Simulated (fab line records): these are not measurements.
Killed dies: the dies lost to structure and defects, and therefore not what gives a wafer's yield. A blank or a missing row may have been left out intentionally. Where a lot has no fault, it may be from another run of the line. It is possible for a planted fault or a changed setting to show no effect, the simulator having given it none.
fab line records | flow rit_cmos
[record] lots = 5 wafers = 15 last_day = 7
route steps=202 shown ACTIVE@1 M1@202
lots that met no fault: from a run of the same line without faults
start_h: start of the lot's first displayed wafer, in hours after the record's first day | wait_h: time in hours since the lot's previous step | " identical to the entry in the row above | L1.1+2: one row covering several wafers at once | - no value, or no start was given | * or withheld: withheld | < > ~ a bound
route shown NAME@n: a module of which the file shows steps, and the number in the route of the first | usual: the fault-free wafers' mean and standard deviation | same: alike in all rows | chamber/n: place in a boat | sites: readings site by site | _std_site: the standard deviation of these | _edge_site: outer sites' mean less inner sites' | radius_mm: for every site, how far away it sits from the centre of the wafer | mask NAME#n: copy n | behind: tool/chamber where the wafer was last shaped | hold: what put the lot on hold/how long, in hours/how the hold closed | device: which transistor (n, p or np) failed to switch | end of line: the same wafers' tests at the end of the route | a step given without rows: its recipe and nothing more | killed: dies that structure and defects cost at the first sort, which is not the same as the wafer's yield | map: dies across one wafer; x = killed, . = not, _ = none there
set.NAME: the run value of the setting; set.NAME@STEP: its run value at that earlier step | model.NAME: the simulator's own value behind a step, which no gauge read
certain route steps with their lots: each step a table, each wafer a row
services: from which hour (start_h, from the record's first day; less than 0 if before it) a tool's chamber was out of use, for how many hours, and why
[[steps]]
[step RIT_ACTIVE_BOW_MEAS_00]
[recipe] mode = bow
[usual] INCOMING_BOW = 0/5.9
// columns lot.wafer tool chamber start_h wait_h INCOMING_BOW[um]
L614.1 film_metro-04 - 15.00 - 11
L614.3 " - " " 2
L614.4 " - " " 9
L617.2 film_metro-04 - 30.02 - 7
L617.3 " - " " 8
L617.5 " - " " -1
L626.1 film_metro-02 - 75.00 - 7
L626.3 " - " " -6
L626.6 " - " " 8
L629.2 film_metro-03 - 90.02 - 6
L629.4 " - " " -15
L629.5 " - " " 2
L635.3 film_metro-03 - 120.04 - 2
L635.4 " - " " 1
L635.6 " - " " -3
[step RIT_ACTIVE_OXIDATION_01]
[recipe] temp_c = 1000 ambient = O2 target_thk_a = 468 ox_time_s = 3360
[step RIT_ACTIVE_THK_MEAS_02]
[recipe] reads = SiO2_of_ACTIVE_OXIDATION_01
[usual] ACTIVE_OXIDE_THK = 46.8/0.75
// columns lot.wafer tool chamber start_h wait_h ACTIVE_OXIDE_THK[nm]
L614.1 film_metro-02 - 17.05 0.0 46.6
L614.3 " - " " 46.0
L614.4 " - " " 46.2
L617.2 film_metro-02 - 32.06 0.0 46.2
L617.3 " - " " 46.5
L617.5 " - " " 46.8
L626.1 film_metro-04 - 77.05 0.0 45.9
L626.3 " - " " 45.8
L626.6 " - " " 45.8
L629.2 film_metro-04 - 94.59 0.0 47.2
L629.4 " - " " 46.6
L629.5 " - " " 46.9
L635.3 film_metro-03 - 122.07 0.0 47.7
L635.4 " - " " 47.5
L635.6 " - " " 48.2
[step RIT_ACTIVE_CVD_03]
[recipe] material = Si3N4 target_thk_nm = 150 temp_c = 810 precursor = SiH2Cl2/NH3 time_s = 1500 pressure_mtorr = 300 sih2cl2_flow_sccm = 60 nh3_flow_sccm = 150
[step RIT_ACTIVE_THK_MEAS_04]
[recipe] reads = Si3N4_of_ACTIVE_CVD_03
[usual] ACTIVE_NITRIDE_THK = 149.5/1.3
// columns lot.wafer tool chamber start_h wait_h ACTIVE_NITRIDE_THK[nm]
L614.1 film_metro-04 - 18.53 0.0 151.5
L614.3 " - " " 151.7
L614.4 " - " " 151.8
L617.2 film_metro-02 - 33.54 0.0 151.0
L617.3 " - " " 150.3
L617.5 " - " " 150.9
L626.1 film_metro-02 - 78.53 0.0 149.5
L626.3 " - " " 149.0
L626.6 " - " " 148.8
L629.2 film_metro-02 - 96.07 0.0 146.5
L629.4 " - " " 148.3
L629.5 " - " " 146.5
L635.3 film_metro-04 - 123.84 0.0 150.0
L635.4 " - " " 149.8
L635.6 " - " " 149.5
[step RIT_ACTIVE_HMDS_05]
[recipe] prime_time_s = 60 prime_temp_c = 140
[step RIT_ACTIVE_COAT_06]
[recipe] resist = NOVOLAK spin_rpm = 3250 resist_thk_nm = 1000
[step RIT_ACTIVE_SOFTBAKE_07]
[recipe] resist = NOVOLAK temp_c = 90 time_s = 60
[step RIT_ACTIVE_EXPOSE_08]
[recipe] mask_id = M1 na = 0.6 source_shape = conventional sigma_outer = 0.6 target_cd_nm = 1400 dose_mj = 225
[usual] exposure_dose_mJ_cm2 = 225.9/0.81
// columns lot.wafer tool chamber start_h wait_h mask exposure_dose_mJ_cm2
L614.1 iline_stepper-01 0 19.04 0.1 M1#0 227.0
L614.3 " 0 " " M1#0 226.8
L614.4 " 0 " " M1#0 227.0
L617.2 iline_stepper-02 0 34.18 0.2 M1#0 225.2
L617.3 " 0 " " M1#0 225.2
L617.5 " 0 " " M1#0 224.9
L626.1 iline_stepper-02 0 79.04 0.1 M1#0 216.8
L626.3 " 0 " " M1#0 216.8
L626.6 " 0 " " M1#0 217.0
L629.2 iline_stepper-01 0 96.59 0.1 M1#0 226.9
L629.4 " 0 " " M1#0 226.9
L629.5 " 0 " " M1#0 226.8
L635.3 iline_stepper-01 0 124.51 0.2 M1#0 226.2
L635.4 " 0 " " M1#0 226.6
L635.6 " 0 " " M1#0 226.4
[step RIT_ACTIVE_PEB_09]
[recipe] resist = NOVOLAK temp_c = withheld time_s = withheld
[step RIT_ACTIVE_DEVELOP_10]
[recipe] resist = NOVOLAK develop_time_s = 50 dev_temp_c = 23
[step RIT_ACTIVE_CD_MEAS_11]
[recipe] target_cd_nm = 1400
[usual] cd_nm = 1400.7/2.5
// columns lot.wafer tool chamber start_h wait_h cd_nm
L614.1 cd_sem-01 - 19.44 - 1398.1
L614.3 " - " " 1396.4
L614.4 " - " " 1396.7
L617.2 cd_sem-01 - 34.58 - 1402.3
L617.3 " - " " 1402.6
L617.5 " - " " 1402.0
L626.1 cd_sem-01 - 79.44 - 1384.3
L626.3 " - " " 1343.5
L626.6 " - " " 1398.6
L629.2 cd_sem-01 - 96.99 - 1396.8
L629.4 " - " " 1395.6
L629.5 " - " " 1397.4
L635.3 cd_sem-02 - 124.91 - 1397.8
L635.4 " - " " 1399.4
L635.6 " - " " 1397.4
[step RIT_ACTIVE_HARDBAKE_12]
[recipe] resist = NOVOLAK temp_c = 140 time_s = 60
[step RIT_ACTIVE_ETCH_13]
[recipe] stop_on = SiO2 chemistry = SF6 target = Si3N4 time_s = 210 over_etch_frac = 0.4 SF6_flow_sccm = 200 pressure_mtorr = 260 rf_w = 125 target_depth_a = 2100
[usual] drypump_motor_current_A = 5.9/0.48 oes_product_au = 0.814/0.012 rf_fwd_power_W = 124.6/0.36 throttle_valve_pct = 7.54/0.18
[same] over_etch_frac = 0.4
// columns lot.wafer tool chamber start_h wait_h drypump_motor_current_A oes_product_au rf_fwd_power_W rf_hours_counter_h throttle_valve_pct model.ACTIVE.cd_nm
L614.1 rie_diel-03 3 19.71 0.1 5.5 0.808 124.9 1 7.68 1398
L614.3 " 0 " " 5.3 0.828 124.9 43 7.79 1396
L614.4 " 2 " " 6.1 0.809 124.1 128 7.37 1397
L617.2 rie_diel-03 2 34.83 0.1 6.1 0.812 125.4 129 7.35 1402
L617.3 " 3 " " 5.5 0.808 124.4 1 7.70 1403
L617.5 " 3 " " 5.5 0.805 124.6 - 7.67 1402
L626.1 rie_diel-02 0 79.78 0.1 6.3 0.812 124.8 168 7.30 1384
L626.3 " 1 " " 6.6 0.838 124.1 121 7.69 1343
L626.6 " 0 " " 6.3 0.819 124.8 - 7.32 1399
L629.2 rie_diel-04 1 97.24 0.1 6.7 0.801 124.8 6 7.50 1397
L629.4 " 3 " " 6.1 0.822 124.9 27 7.39 1396
L629.5 " 3 " " 6.1 0.818 124.7 - 7.40 1397
L635.3 rie_diel-04 0 125.14 0.1 5.8 0.816 124.9 118 7.67 1398
L635.4 " 2 " " 5.4 0.830 124.8 1 7.36 1400
L635.6 " 3 " " 6.1 0.816 125.1 - 7.39 1397
[step RIT_ACTIVE_STRIP_14]
[recipe] chemistry = O2 time_s = 180 resist = NOVOLAK platen_temp_c = withheld power_w = 500 pressure_mtorr = 4000 o2_flow_sccm = 4000
[usual] drypump_motor_current_A = 5.8/0.57
// columns lot.wafer tool chamber start_h wait_h drypump_motor_current_A rf_hours_counter_h
L614.1 plasma_asher-02 0 19.84 0.1 6.6 37
L614.3 " 1 " " 5.7 -
L614.4 " 0 " " 6.6 -
L617.2 plasma_asher-04 0 34.97 0.1 5.4 39
L617.3 " 1 " " 5.0 -
L617.5 " 0 " " 5.4 -
L626.1 plasma_asher-04 0 79.91 0.1 5.4 44
L626.3 " 1 " " 5.1 -
L626.6 " 1 " " 5.1 -
L629.2 plasma_asher-03 1 97.37 0.1 5.3 45
L629.4 " 0 " " 6.4 -
L629.5 " 1 " " 5.3 -
L635.3 plasma_asher-03 0 125.33 0.1 6.4 -
L635.4 " 1 " " 5.3 -
L635.6 " 0 " " 6.3 -
[step RIT_M1_PROBE_99]
[usual] killed_at_contacts = 0.1/0.24 killed_at_front_end = 7.1/3 killed_dies = 7.2/3 killed_open = 3.7/2 killed_short = 3.5/2
[same] gross_dies = 264 killed_at_M0_to_M3 = 0 killed_at_M4_up = 0 killed_at_back_side = 0 killed_at_other = 0
// columns lot.wafer tool chamber start_h wait_h killed_at_contacts killed_at_front_end killed_dies killed_open killed_short
L614.1 prober-02 - 64.58 0.1 0 11 11 4 7
L614.3 prober-02 - 64.68 0.2 0 11 11 5 6
L614.4 prober-02 - 64.73 0.2 0 8 8 6 2
L617.2 prober-01 - 78.63 0.1 0 8 8 3 5
L617.3 prober-01 - 78.68 0.2 0 8 8 5 3
L617.5 prober-01 - 78.78 0.2 0 7 7 1 6
L626.1 prober-02 - 124.39 0.1 0 3 3 1 1
L626.3 prober-02 - 124.49 0.2 0 11 11 6 5
L626.6 prober-02 - 124.64 0.2 0 11 11 5 6
L629.2 prober-01 - 144.99 0.1 0 9 9 4 5
L629.4 prober-01 - 145.09 0.2 0 5 5 3 2
L629.5 prober-01 - 145.14 0.2 0 3 3 2 1
L635.3 prober-01 - 171.65 0.2 0 3 3 1 2
L635.4 prober-01 - 171.70 0.2 1 4 5 4 1
L635.6 prober-01 - 171.80 0.2 0 6 6 4 2
// killed by level:class
L614.1 GATE:geometric_particle:short=6 REOX:geometric_particle:open=2 FOX1:geometric_particle:open=1 FOX2:geometric_particle:short=1 GATE:geometric_particle:open=1
L614.3 GATE:geometric_particle:short=5 GATE:geometric_particle:open=4 FOX1:geometric_particle:open=1 SPACER:geometric_particle:short=1
L614.4 FOX1:geometric_particle:open=2 FOX1:geometric_particle:short=2 FOX2:geometric_particle:open=1 GATE:geometric_particle:open=1 REOX:geometric_particle:open=1 SPACER:geometric_particle:open=1
L617.2 SPACER:geometric_particle:short=3 GATE:geometric_particle:short=2 GATE:geometric_particle:open=1 SPACER:geometric_particle:open=1 SILICIDE:geometric_particle:open=1
L617.3 FOX1:geometric_particle:short=3 GATE:geometric_particle:open=2 FOX1:geometric_particle:open=1 FOX2:geometric_particle:open=1 SILICIDE:geometric_particle:open=1
L617.5 GATE:geometric_particle:short=3 SILICIDE:geometric_particle:short=2 FOX1:geometric_particle:short=1 REOX:geometric_particle:open=1
L626.1 FOX1:geometric_particle:open=1 GATE:geometric_particle:short=1 GATE:coat_microbubble_printed=1
L626.3 REOX:geometric_particle:short=3 GATE:geometric_particle:short=2 GATE:geometric_particle:open=2 ACTIVE:geometric_particle:open=1 FOX1:geometric_particle:open=1 REOX:geometric_particle:open=1 SILICIDE:geometric_particle:open=1
L626.6 GATE:geometric_particle:open=4 REOX:geometric_particle:short=4 FOX2:geometric_particle:short=1 GATE:geometric_particle:short=1 REOX:geometric_particle:open=1
L629.2 GATE:geometric_particle:short=3 GATE:geometric_particle:open=2 FOX2:geometric_particle:open=1 SPACER:geometric_particle:short=1 SILICIDE:geometric_particle:open=1 SILICIDE:geometric_particle:short=1
L629.4 GATE:geometric_particle:open=2 FOX2:geometric_particle:open=1 FOX2:geometric_particle:short=1 GATE:geometric_particle:short=1
L629.5 GATE:geometric_particle:short=1 GATE:geometric_particle:open=1 SILICIDE:geometric_particle:open=1
L635.3 FOX2:geometric_particle:open=1 GATE:geometric_particle:short=1 SPACER:geometric_particle:short=1
L635.4 GATE:geometric_particle:open=2 FOX1:geometric_particle:open=1 SILICIDE:geometric_particle:open=1 CONTACT:geometric_particle:short=1
L635.6 GATE:geometric_particle:open=2 FOX1:geometric_particle:open=1 GATE:geometric_particle:short=1 REOX:geometric_particle:short=1 SPACER:geometric_particle:open=1
[[services]]
// columns tool chamber start_h hours kind
rie_diel-04 0 19.34 8.1 repair
plasma_asher-03 - 20.85 0.4 repair
rie_diel-04 2 22.64 19.4 repair
plasma_asher-02 - 34.92 0.8 repair
iline_stepper-01 - 42.90 2.1 pm
rie_diel-02 - 44.06 15.6 pm
iline_stepper-01 - 44.98 - consumable_replace:lamp
plasma_asher-03 - 66.92 2.8 pm
iline_stepper-02 - 68.03 1.7 pm
rie_diel-02 1 71.90 7.7 repair
rie_diel-02 0 75.18 1.3 repair
rie_diel-04 2 82.42 - clean
rie_diel-04 2 82.42 12.5 scheduled_down
rie_diel-04 2 82.42 12.5 vent_cycle
rie_diel-02 3 87.56 9.3 repair
rie_diel-03 2 89.44 15.4 repair
iline_stepper-01 - 93.41 1.7 pm
rie_diel-03 1 104.86 - clean
rie_diel-03 1 104.86 14.5 scheduled_down
rie_diel-03 1 104.86 14.5 vent_cycle
plasma_asher-04 - 108.75 9.0 pm
plasma_asher-04 0 108.75 9.0 vent_cycle
plasma_asher-04 1 108.75 9.0 vent_cycle
plasma_asher-04 0 117.75 - clean
[[key]]
[first_sign] step = RIT_ACTIVE_EXPOSE_08 reading = exposure_dose_mJ_cm2 direction = down sigmas = 11 usual = 225.9 struck = 216.9
[effect] step = RIT_ACTIVE_CD_MEAS_11 reading = cd_nm direction = down sigmas = 10 usual = 1400.7 struck = 1375.5 wafers_moved = 2 through = control_loop
[model_effect] step = RIT_ACTIVE_ETCH_13 value = ACTIVE.cd_nm without = 1404 struck = 1376
met_at RIT_ACTIVE_EXPOSE_08
struck_wafers L626.1,L626.3,L626.6
tester_left_out L626
[loop_trim] step = RIT_ACTIVE_EXPOSE_08 setting = dose lots = L626
onset_between 34.18 79.04
[fault] kind = process_parameter_drift tool = iline_stepper-02 chamber = - onset_h = 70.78 steps = RIT_ACTIVE_EXPOSE_08 channel = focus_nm offset = 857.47 spread_by_wafer = 0.3 shape = step end_h = 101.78
// tester_left_out: of these lots the tester's yield and bins aren't shown, on N5 and GAA mostly nor the transistor test; their killed dies are dies lost to structure and defects alone, not to doping, threshold or leakage, so they don't give the yield
// loop_trim: a control loop set the setting to another value than it would have without faults
